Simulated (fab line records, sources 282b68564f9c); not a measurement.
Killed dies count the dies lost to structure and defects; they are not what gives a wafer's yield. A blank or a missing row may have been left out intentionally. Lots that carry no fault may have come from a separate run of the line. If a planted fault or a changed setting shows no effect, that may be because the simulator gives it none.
fab line records	flow ritCmos
record lots=6	wafers=18	lastDay=8
route steps=202 shown NWELL@35 PWELL@39 WELLDRIVE@50 NRETRO@53 M1@202
lots with no fault: from the same line, run without faults
startH: hours from the record's opening day to when the first of the lot's shown wafers began	waitH: how many hours have passed since the lot's step before this one	" identical to the entry in the row above	L1.1+2: one row covering several wafers at once	- no value, or no start was given	* or withheld: withheld	< > ~ a bound
route shown NAME@n: NAME is a module with steps in the file, n the number in the route of the first one	usual: average and standard deviation across the fault-free wafers	same: alike in all rows	chamber/n: place in a boat	sites: the reading at each site	_std_site: their standard deviation	_edge_site: mean of outer sites minus mean of inner sites	radiusMm: for every site, how far away it sits from the centre of the wafer	mask NAME#n: copy n	behind: the tool/chamber that last shaped the wafer	hold: the reason the lot was held/the length of the hold in hours/how it ended	device: whichever transistor did not switch (one of n, p or np)	end of line: the same wafers' tests at the end of the route	a step with no rows: only its recipe	killed: not the wafer's yield, but the dies lost to structure and defects at the first sort	map: a wafer's dies, marking killed ones x, the rest . and places with no die _
set.NAME: the setting the step ran with; set.NAME@STEP: the setting that earlier step ran with	model.NAME: the simulator's own value behind a step, which no gauge read
lots seen at some steps along the route; tables by step, rows by wafer
services: from which hour (startH, from the record's first day; less than 0 if before it) a tool's chamber was out of use, for how many hours, and why
## steps
# step RIT_NWELL_HARDBAKE_07
# recipe resist=NOVOLAK	tempC=140	timeS=120
# step RIT_NWELL_IMPLANT_08
# recipe species=P	energyKev=170	doseCm2=5e+13	tiltDeg=7
# step RIT_NWELL_STRIP_09
# recipe chemistry=O2	timeS=180	resist=NOVOLAK	platenTempC=withheld	powerW=500	pressureMtorr=4000	o2FlowSccm=4000
# usual drypumpMotorCurrentA=5.6/0.47	rfReflPowerW=6.8/1.2
lot.wafer	tool	chamber	startH	waitH	drypumpMotorCurrentA	rfHoursCounterH	rfReflPowerW
L503.3	plasmaAsher-03	0	23.40	0.1	6.0	-	7.3
L503.5	"	0	"	"	6.0	-	7.2
L503.6	"	1	"	"	5.2	-	5.3
L508.1	plasmaAsher-02	0	49.94	0.1	6.5	42	8.0
L508.2	"	1	"	"	5.2	42	9.1
L508.3	"	1	"	"	5.2	-	9.1
L516.2	plasmaAsher-03	0	88.96	0.1	6.0	44	7.2
L516.4	"	0	"	"	6.0	-	7.2
L516.5	"	1	"	"	5.2	-	4.9
L518.3	plasmaAsher-04	0	98.59	0.1	5.7	-	6.4
L518.5	"	0	"	"	5.7	-	6.1
L518.6	"	1	"	"	5.1	-	5.9
L519.4	plasmaAsher-02	0	103.56	0.1	6.5	-	8.3
L519.5	"	1	"	"	5.1	-	9.1
L519.6	"	0	"	"	6.5	-	8.3
L526.4	plasmaAsher-04	0	139.02	0.1	5.7	-	6.4
L526.5	"	0	"	"	5.7	-	6.5
L526.6	"	1	"	"	5.1	-	6.4
# step RIT_NWELL_TW_MEAS_10
# usual NWELL_TW=2148/17
lot.wafer	tool	chamber	startH	waitH	NWELL_TW
L503.3	filmMetro-02	-	23.54	0.1	2139
L503.5	"	-	"	"	2127
L503.6	"	-	"	"	2127
L508.1	filmMetro-01	-	50.12	0.1	2143
L508.2	"	-	"	"	2127
L508.3	"	-	"	"	2133
L516.2	filmMetro-04	-	89.15	0.1	2156
L516.4	"	-	"	"	2161
L516.5	"	-	"	"	2142
L518.3	filmMetro-02	-	98.73	0.1	2137
L518.5	"	-	"	"	2134
L518.6	"	-	"	"	2154
L519.4	filmMetro-02	-	103.70	0.1	2144
L519.5	"	-	"	"	2138
L519.6	"	-	"	"	2144
L526.4	filmMetro-01	-	139.17	0.1	2146
L526.5	"	-	"	"	2151
L526.6	"	-	"	"	2151
# step RIT_PWELL_HMDS_00
# recipe primeTimeS=60	primeTempC=140
# step RIT_PWELL_COAT_01
# recipe resist=NOVOLAK	spinRpm=2000	resistThkNm=1300
# step RIT_PWELL_SOFTBAKE_02
# recipe resist=NOVOLAK	tempC=90	timeS=60
# step RIT_PWELL_EXPOSE_03
# recipe maskId=M3	na=0.57	targetCdNm=43700	doseMj=250
# step RIT_PWELL_PEB_04
# recipe resist=NOVOLAK	tempC=withheld	timeS=withheld
# step RIT_PWELL_DEVELOP_05
# recipe resist=NOVOLAK	developTimeS=68	devTempC=23
# step RIT_PWELL_OVL_MEAS_06
# usual PWELL_OVL=0.7/1.4
lot.wafer	tool	chamber	startH	waitH	PWELL_OVL[nm]
L503.3	overlay-01	-	24.47	-	0.5
L503.5	"	-	"	"	2.0
L503.6	"	-	"	"	0.0
L508.1	overlay-02	-	51.06	-	0.8
L508.2	"	-	"	"	1.2
L508.3	"	-	"	"	0.9
L516.2	overlay-02	-	90.21	-	0.6
L516.4	"	-	"	"	1.4
L516.5	"	-	"	"	2.1
L518.3	overlay-01	-	100.00	-	2.9
L518.5	"	-	"	"	2.8
L518.6	"	-	"	"	2.1
L519.4	overlay-01	-	104.76	-	0.3
L519.5	"	-	"	"	-2.3
L519.6	"	-	"	"	-1.5
L526.4	overlay-01	-	140.22	-	-1.2
L526.5	"	-	"	"	-0.8
L526.6	"	-	"	"	-2.2
# step RIT_PWELL_HARDBAKE_07
# recipe resist=NOVOLAK	tempC=140	timeS=120
# step RIT_PWELL_IMPLANT_08
# recipe species=B	energyKev=170	doseCm2=7e+13	tiltDeg=7
# usual beamOnS=10.03/0.22	doseIonsCm2=6.998e+13/7.9e+10	faradayCurrentUA=221/4.8
lot.wafer	tool	chamber	startH	waitH	beamOnS	doseIonsCm2	faradayCurrentUA
L503.3	implanter-01	0	25.08	0.2	9.85	7.008e+13	225
L503.5	"	0	"	"	10.09	6.995e+13	221
L503.6	"	0	"	"	10.00	7e+13	223
L508.1	implanter-03	0	51.35	0.2	9.90	7.006e+13	225
L508.2	"	0	"	"	10.31	7e+13	215
L508.3	"	0	"	"	10.19	6.996e+13	217
L516.2	implanter-01	0	90.51	0.2	10.54	9.943e+13	297
L516.4	"	0	"	"	10.17	9.946e+13	311
L516.5	"	0	"	"	10.13	9.942e+13	311
L518.3	implanter-01	0	100.41	0.2	9.71	9.938e+13	324
L518.5	"	0	"	"	9.68	9.94e+13	325
L518.6	"	0	"	"	9.82	9.921e+13	322
L519.4	implanter-04	0	105.10	0.2	9.91	6.997e+13	225
L519.5	"	0	"	"	9.85	7.007e+13	225
L519.6	"	0	"	"	10.30	7.002e+13	216
L526.4	implanter-03	0	140.56	0.2	10.02	6.988e+13	221
L526.5	"	0	"	"	9.96	6.993e+13	223
L526.6	"	0	"	"	10.18	6.986e+13	218
# step RIT_PWELL_STRIP_09
# recipe chemistry=O2	timeS=180	resist=NOVOLAK	platenTempC=withheld	powerW=500	pressureMtorr=4000	o2FlowSccm=4000
# usual drypumpMotorCurrentA=5.8/0.54	rfReflPowerW=7.3/1.4
lot.wafer	tool	chamber	startH	waitH	drypumpMotorCurrentA	rfHoursCounterH	rfReflPowerW
L503.3	plasmaAsher-03	1	25.24	0.1	5.2	-	4.8
L503.5	"	1	"	"	5.2	-	5.0
L503.6	"	0	"	"	6.0	-	7.1
L508.1	plasmaAsher-03	1	51.50	0.1	5.2	40	5.1
L508.2	"	0	"	"	6.0	40	7.5
L508.3	"	1	"	"	5.2	-	5.0
L516.2	plasmaAsher-03	0	90.64	0.1	6.0	44	7.3
L516.4	"	0	"	"	6.0	-	7.5
L516.5	"	1	"	"	5.2	-	4.8
L518.3	plasmaAsher-02	1	100.56	0.1	5.1	-	8.7
L518.5	"	1	"	"	5.1	-	9.0
L518.6	"	0	"	"	6.5	-	8.0
L519.4	plasmaAsher-02	1	105.23	0.1	5.2	-	9.1
L519.5	"	0	"	"	6.5	-	8.6
L519.6	"	1	"	"	5.2	-	8.9
L526.4	plasmaAsher-03	0	140.69	0.1	6.0	-	7.3
L526.5	"	1	"	"	5.2	-	5.2
L526.6	"	0	"	"	6.0	-	7.4
# step RIT_PWELL_TW_MEAS_10
# usual PWELL_TW=953/9.5
lot.wafer	tool	chamber	startH	waitH	PWELL_TW
L503.3	filmMetro-02	-	25.37	0.1	950
L503.5	"	-	"	"	947
L503.6	"	-	"	"	949
L508.1	filmMetro-04	-	51.67	0.1	965
L508.2	"	-	"	"	963
L508.3	"	-	"	"	967
L516.2	filmMetro-02	-	90.82	0.1	1046
L516.4	"	-	"	"	1046
L516.5	"	-	"	"	1051
L518.3	filmMetro-02	-	100.70	0.1	1061
L518.5	"	-	"	"	1061
L518.6	"	-	"	"	1068
L519.4	filmMetro-04	-	105.38	0.1	965
L519.5	"	-	"	"	968
L519.6	"	-	"	"	960
L526.4	filmMetro-01	-	140.84	0.1	946
L526.5	"	-	"	"	946
L526.6	"	-	"	"	947
# step RIT_WELLDRIVE_ANNEAL_00
# recipe tempC=1100	timeS=14700	ambient=N2
# step RIT_WELLDRIVE_RS_MEAS_01
# recipe thkMeasGauge=four-point-probe
# usual NWELL_RS=275.2/0.69
lot.wafer	tool	chamber	startH	waitH	NWELL_RS[ohm/sq]
L503.3	filmMetro-04	-	31.04	0.0	275.2
L503.5	"	-	"	"	275.8
L503.6	"	-	"	"	275.1
L508.1	filmMetro-01	-	56.81	0.0	275.3
L508.2	"	-	"	"	276.6
L508.3	"	-	"	"	276.0
L516.2	filmMetro-02	-	97.20	0.0	274.7
L516.4	"	-	"	"	274.4
L516.5	"	-	"	"	274.2
L518.3	filmMetro-04	-	106.18	0.0	274.7
L518.5	"	-	"	"	276.4
L518.6	"	-	"	"	275.9
L519.4	filmMetro-01	-	111.29	0.1	274.0
L519.5	"	-	"	"	275.3
L519.6	"	-	"	"	274.3
L526.4	filmMetro-01	-	146.88	0.1	275.4
L526.5	"	-	"	"	275.2
L526.6	"	-	"	"	275.3
# step RIT_WELLDRIVE_RS_MEAS_02
# recipe thkMeasGauge=four-point-probe
# usual PWELL_RS=429.6/1.4
lot.wafer	tool	chamber	startH	waitH	PWELL_RS[ohm/sq]
L503.3	filmMetro-04	-	31.16	0.1	428.6
L503.5	"	-	"	"	430.2
L503.6	"	-	"	"	429.0
L508.1	filmMetro-01	-	56.93	0.1	429.9
L508.2	"	-	"	"	430.5
L508.3	"	-	"	"	429.6
L516.2	filmMetro-02	-	97.32	0.1	345.9
L516.4	"	-	"	"	344.2
L516.5	"	-	"	"	345.6
L518.3	filmMetro-04	-	106.30	0.1	347.1
L518.5	"	-	"	"	345.7
L518.6	"	-	"	"	345.8
L519.4	filmMetro-01	-	111.41	0.1	429.4
L519.5	"	-	"	"	429.3
L519.6	"	-	"	"	429.3
L526.4	filmMetro-01	-	147.00	0.1	430.0
L526.5	"	-	"	"	429.4
L526.6	"	-	"	"	430.2
# step RIT_NRETRO_HMDS_00
# recipe primeTimeS=60	primeTempC=140
# step RIT_M1_PROBE_99
# usual killedAtContacts=0.1/0.23	killedAtFrontEnd=7/3	killedDies=7/3	killedOpen=3.3/1.8	killedShort=3.3/2.2
# same grossDies=264	killed_at_M0_to_M3=0	killed_at_M4_up=0	killedAtBackSide=0	killedAtOther=0
lot.wafer	tool	chamber	startH	waitH	killedAtContacts	killedAtFrontEnd	killedDies	killedOpen	killedShort	model.etest.nmos_0p3.rOnOhmUm	model.etest.nmos_0p15.rOnOhmUm	model.etest.pwellPinched.rsOhmSq	model.etest.pwell.rsOhmSq	model.etest.nmosTurned.driveUaUm	model.etest.nmos_0p15.driveUaUm	model.etest.nmosNarrow.driveUaUm	model.etest.nmos_0p3.driveUaUm
L503.3	prober-01	-	63.80	0.2	0	7	7	2	5	2095	1061	458.9	421.2	339.3	498.5	234.4	234.1
L503.5	prober-01	-	63.90	0.2	0	8	8	5	3	2068	1084	464.4	418.7	340.2	498.1	240.1	238.4
L503.6	prober-01	-	63.95	0.2	0	5	5	4	1	2086	1064	456.8	421.2	326	484	228.3	230.7
L508.1	prober-02	-	86.62	0.1	0	8	8	6	2	2130	1121	451.1	413.8	321.2	470.5	229.9	229.2
L508.2	prober-02	-	86.67	0.1	0	9	9	5	4	2154	1146	454.7	413.6	320.2	460.1	227	225.6
L508.3	prober-02	-	86.72	0.2	0	11	11	3	8	2144	1133	453.6	417.2	320.4	455.9	225.6	225
L516.2	prober-01	-	129.98	0.1	0	5	5	2	3	2534	1318	369.2	333.4	227.2	378.4	177.5	176.5
L516.4	prober-01	-	130.08	0.2	0	3	3	2	1	2531	1347	366.3	332.4	230.7	365.3	171.9	174.9
L516.5	prober-01	-	130.13	0.2	0	5	5	3	2	2521	1325	366.1	330.4	225	375.6	175.6	176.4
L518.3	prober-01	-	140.58	0.2	0	3	3	2	1	2462	1247	361.3	332.8	237	391.4	182.5	178
L518.5	prober-01	-	140.68	0.2	0	5	5	4	1	2476	1236	362.4	331.5	235.2	391.5	176.3	175.5
L518.6	prober-01	-	140.73	0.2	0	3	3	2	1	2543	1291	362.7	329.5	231.2	378.6	175.3	171.9
L519.4	prober-02	-	142.30	0.2	0	7	7	6	1	2256	1178	463	412.9	304.4	454.5	216.4	214.3
L519.5	prober-02	-	142.35	0.2	1	14	15	4	11	2280	1196	458.6	407.3	287.8	443.6	213.6	211.2
L519.6	prober-02	-	142.40	0.2	0	10	10	8	2	2277	1203	466.6	411.1	305.4	449.5	216.1	214.3
L526.4	prober-02	-	187.55	0.2	1	2	3	2	1	2097	1084	444.1	404	342.3	495	241.1	233.3
L526.5	prober-02	-	187.60	0.2	0	6	6	4	2	2136	1115	457	406.5	336	484.2	238.6	233.8
L526.6	prober-02	-	187.65	0.2	0	7	7	4	3	2098	1081	453.7	407	348.5	492.8	242.4	236.2
# killed by level:class
L503.3 GATE:geometricParticle:short=3 FOX1:geometricParticle:short=1 GATE:geometricParticle:open=1 SILICIDE:geometricParticle:open=1 SILICIDE:geometricParticle:short=1
L503.5 GATE:geometricParticle:open=3 GATE:geometricParticle:short=2 FOX2:geometricParticle:open=1 SPACER:geometricParticle:open=1 SPACER:geometricParticle:short=1
L503.6 GATE:geometricParticle:open=2 SPACER:geometricParticle:open=2 FOX2:geometricParticle:short=1
L508.1 SPACER:geometricParticle:open=3 GATE:geometricParticle:open=2 SPACER:geometricParticle:short=2 SILICIDE:geometricParticle:open=1
L508.2 FOX2:geometricParticle:open=3 FOX2:geometricParticle:short=2 GATE:geometricParticle:open=1 GATE:geometricParticle:short=1 REOX:geometricParticle:short=1 SILICIDE:geometricParticle:open=1
L508.3 GATE:geometricParticle:short=4 REOX:geometricParticle:open=2 SILICIDE:geometricParticle:short=2 FOX2:geometricParticle:short=1 GATE:geometricParticle:open=1 REOX:geometricParticle:short=1
L516.2 GATE:geometricParticle:short=1 GATE:geometricParticle:open=1 REOX:geometricParticle:short=1 REOX:geometricParticle:open=1 SPACER:geometricParticle:short=1
L516.4 GATE:geometricParticle:open=1 SPACER:geometricParticle:open=1 SPACER:geometricParticle:short=1
L516.5 REOX:geometricParticle:open=2 FOX1:geometricParticle:short=1 GATE:geometricParticle:open=1 SILICIDE:geometricParticle:short=1
L518.3 GATE:geometricParticle:open=1 REOX:geometricParticle:open=1 SPACER:geometricParticle:short=1
L518.5 REOX:geometricParticle:open=3 FOX2:geometricParticle:open=1 GATE:geometricParticle:short=1
L518.6 GATE:geometricParticle:open=2 REOX:geometricParticle:short=1
L519.4 FOX1:geometricParticle:open=2 GATE:geometricParticle:open=2 GATE:geometricParticle:short=1 REOX:geometricParticle:open=1 SPACER:geometricParticle:open=1
L519.5 FOX1:geometricParticle:short=3 FOX2:geometricParticle:short=2 SPACER:geometricParticle:open=2 SILICIDE:geometricParticle:short=2 FOX1:geometricParticle:open=1 GATE:geometricParticle:short=1 REOX:geometricParticle:open=1 REOX:geometricParticle:short=1
L519.6 FOX1:geometricParticle:open=4 FOX1:geometricParticle:short=1 FOX2:geometricParticle:short=1 GATE:geometricParticle:open=1 REOX:geometricParticle:open=1 SPACER:geometricParticle:open=1 SILICIDE:geometricParticle:open=1
L526.4 GATE:geometricParticle:open=2 CONTACT:geometricParticle:short=1
L526.5 FOX2:geometricParticle:short=2 GATE:geometricParticle:open=2 FOX1:geometricParticle:open=1 REOX:geometricParticle:open=1
L526.6 FOX1:geometricParticle:open=2 GATE:geometricParticle:short=2 GATE:geometricParticle:open=1 REOX:geometricParticle:open=1 SILICIDE:geometricParticle:short=1
## services
tool	chamber	startH	hours	kind
implanter-03	-	18.40	1.7	repair
implanter-04	-	37.98	2.9	pm
implanter-04	-	44.98	1.8	repair
implanter-03	-	46.58	2.2	pm
implanter-01	-	52.60	4.1	repair
implanter-04	-	62.62	6.2	repair
implanter-03	-	89.53	3.3	repair
implanter-01	-	103.66	2.6	repair
implanter-03	-	106.42	7.0	repair
plasmaAsher-04	-	108.75	9.0	pm
plasmaAsher-04	0	108.75	9.0	ventCycle
plasmaAsher-04	1	108.75	9.0	ventCycle
plasmaAsher-04	0	117.75	-	clean
plasmaAsher-04	1	117.75	-	clean
## key
firstSign step=RIT_PWELL_IMPLANT_08	reading=doseIonsCm2	direction=up	sigmas=99+	usual=6.998e+13	struck=9.938e+13
effect step=RIT_PWELL_IMPLANT_08	reading=faradayCurrentUA	direction=up	sigmas=19	usual=221	struck=315
effect step=RIT_PWELL_TW_MEAS_10	reading=PWELL_TW	direction=up	sigmas=11	usual=953	struck=1055
effect step=RIT_WELLDRIVE_RS_MEAS_02	reading=PWELL_RS	direction=down	sigmas=61	usual=429.6	struck=345.7
modelEffect step=RIT_M1_PROBE_99	value=etest.nmos_0p3.rOnOhmUm	without=2196	struck=2511
metAt RIT_PWELL_IMPLANT_08
struckWafers L516.2,L516.4,L516.5,L518.3,L518.5,L518.6
testerLeftOut L516,L518
onsetBetween 25.08 90.51
fault kind=processParameterDrift	tool=implanter-01	chamber=-	onsetH=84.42	steps=RIT_PWELL_IMPLANT_08	channel=doseCm2	offset=2.94e+13	shape=step	endH=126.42	actsIn=theseRecipesOnly	stated=7e+13
# testerLeftOut: of these lots the tester's yield and bins aren't shown, on N5 and GAA mostly nor the transistor test; their killed dies are dies lost to structure and defects alone, not to doping, threshold or leakage, so they don't give the yield
